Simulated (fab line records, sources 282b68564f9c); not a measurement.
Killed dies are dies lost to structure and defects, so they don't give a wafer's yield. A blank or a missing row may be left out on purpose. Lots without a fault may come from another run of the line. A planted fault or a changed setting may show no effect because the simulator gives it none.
A struck lot beside a sound one | flow rit_cmos | 33 steps out of a route of 202
Sound: wafers L911.1, L911.2, L911.5. Struck: wafers L921.1, L921.2, L921.5. The cause comes at the end.
At each step with rows: each side's tool, then ch and its chambers, then its first start. Under that, the readings that differ: sound wafers | struck wafers | difference of the means | sigmas: that difference in standard deviations of wafers without a fault.
alike: readings whose means differ by less than 2 such deviations, and words and numbers that are the same on both sides. not compared: withheld readings, readings that some wafer has no value for, bounds like >300 that may hide the same value, and numbers for which the record gives no deviation and whose values overlap.
The two part at a step that has a row with sigmas, a row that says differs or no value, or rows on one side only. Numbers that don't overlap but have no deviation are shown without sigmas and don't part them. A reading that every wafer of one side lacks parts them only if that side has two wafers or more.

first, 2 steps without rows for these wafers: RIT_SPACER_CLEAN_02 (cleans in SC2, time 600 s); RIT_SPACER_CVD_03 (deposits Si3N4 from SiH2Cl2/NH3, target thk 250 nm, time 3300 s).
RIT_SPACER_THK_MEAS_04:
  sound on film_metro-02, day 4 07:38; struck on film_metro-02, day 6 13:23
  alike: SPACER_NITRIDE_THK
RIT_SPACER_ETCHBACK_05: etches Si3N4 in SF6/CHF3, stops on SiO2, target depth 250 nm, time 240 s.
  sound on rie_diel-04 ch 1,2,3, day 4 07:42; struck on rie_diel-04 ch 0,1,3, day 6 13:26
  alike: drypump_motor_current_A, oes_product_au, rf_fwd_power_W, throttle_valve_pct
  not compared: rf_hours_counter_h
then, 6 steps without rows for these wafers: RIT_NSD_HMDS_00 (prime time 60 s); RIT_NSD_COAT_01 (resist thk 1000 nm); RIT_NSD_SOFTBAKE_02 (time 60 s); RIT_NSD_EXPOSE_03 (exposes mask M9, target cd 40700 nm); RIT_NSD_PEB_04; RIT_NSD_DEVELOP_05 (develop time 50 s).
RIT_NSD_OVL_MEAS_06:
  sound on overlay-01, day 4 08:50; struck on overlay-01, day 6 14:26
  alike: NSD_OVL
then, 1 step without rows for these wafers: RIT_NSD_HARDBAKE_07 (time 60 s).
RIT_NSD_IMPLANT_08:
  sound on implanter-04 ch 0, day 4 09:01; struck on implanter-01 ch 0, day 6 14:38
  reading                   | sound                | struck               | difference | sigmas
  beam_energy_keV           | 24.998 24.997 25.000 | 32.489 32.489 32.488 | +7.490     | +99 or more
  model.implant.rp_nm (nm)  | 31.41 31.41 31.41    | 38.98 38.98 38.98    | +7.57      |
  model.implant.drp_nm (nm) | 14.84 14.84 14.84    | 17.72 17.72 17.72    | +2.88      |
RIT_NSD_STRIP_09: strips in O2, time 180 s.
  sound on plasma_asher-01 ch 0,1, day 4 09:10; struck on plasma_asher-02 ch 0,1, day 6 14:47
  alike: drypump_motor_current_A, o2_flow_sccm
  not compared: rf_hours_counter_h
RIT_NSD_TW_MEAS_10:
  sound on film_metro-02, day 4 09:20; struck on film_metro-03, day 6 14:57
  reading | sound          | struck         | difference | sigmas
  NSD_TW  | 3114 3137 3126 | 3359 3361 3352 | +232       | +10
then, 6 steps without rows for these wafers: RIT_PSD_HMDS_00 (prime time 60 s); RIT_PSD_COAT_01 (resist thk 1000 nm); RIT_PSD_SOFTBAKE_02 (time 60 s); RIT_PSD_EXPOSE_03 (exposes mask M10, target cd 40900 nm); RIT_PSD_PEB_04; RIT_PSD_DEVELOP_05 (develop time 50 s).
RIT_PSD_OVL_MEAS_06:
  sound on overlay-02, day 4 10:28; struck on overlay-02, day 6 15:52
  alike: PSD_OVL
then, 2 steps without rows for these wafers: RIT_PSD_HARDBAKE_07 (time 60 s); RIT_PSD_IMPLANT_08.
RIT_PSD_STRIP_09: strips in O2, time 180 s.
  sound on plasma_asher-02 ch 0,1, day 4 10:49; struck on plasma_asher-04 ch 0,1, day 6 16:12
  alike: drypump_motor_current_A, o2_flow_sccm
  not compared: rf_hours_counter_h
RIT_PSD_TW_MEAS_10:
  sound on film_metro-02, day 4 10:59; struck on film_metro-03, day 6 16:22
  alike: PSD_TW
then, 3 steps without rows for these wafers: RIT_SDANNEAL_CLEAN_00 (cleans in SC1, time 600 s); RIT_SDANNEAL_CLEAN_01 (cleans in dHF, time 30 s); RIT_SDANNEAL_CLEAN_02 (cleans in SC2, time 600 s).
RIT_SDANNEAL_RTA_03: time 5 s.
  sound on rtp_anneal-02 ch 0, day 4 11:25; struck on rtp_anneal-02 ch 0, day 6 16:49
  alike: wafer_temp_C_max
RIT_SDANNEAL_RS_MEAS_04: measures by four-point-probe.
  sound on film_metro-03, day 4 11:28; struck on film_metro-03, day 6 16:52
  alike: PSD_RS
RIT_SDANNEAL_RS_MEAS_05: measures by four-point-probe.
  sound on film_metro-03, day 4 11:35; struck on film_metro-03, day 6 16:59
  reading         | sound             | struck            | difference | sigmas
  NSD_RS (ohm/sq) | 84.68 84.09 84.47 | 81.52 81.47 81.52 | -2.91      | -11
RIT_SDANNEAL_RS_MEAS_06: measures by four-point-probe.
  sound on film_metro-03, day 4 11:43; struck on film_metro-03, day 6 17:07
  alike: PLDD_RS

WHERE THEY PART
First at RIT_NSD_IMPLANT_08; last, within this record, at RIT_SDANNEAL_RS_MEAS_05. Later steps at which nothing parts them and some readings are alike: RIT_SDANNEAL_RS_MEAS_06.

WHY: what the simulator had put in
Process parameter drift: implanter-01, from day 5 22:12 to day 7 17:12, at RIT_NSD_IMPLANT_08. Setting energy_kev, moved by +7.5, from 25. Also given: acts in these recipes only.
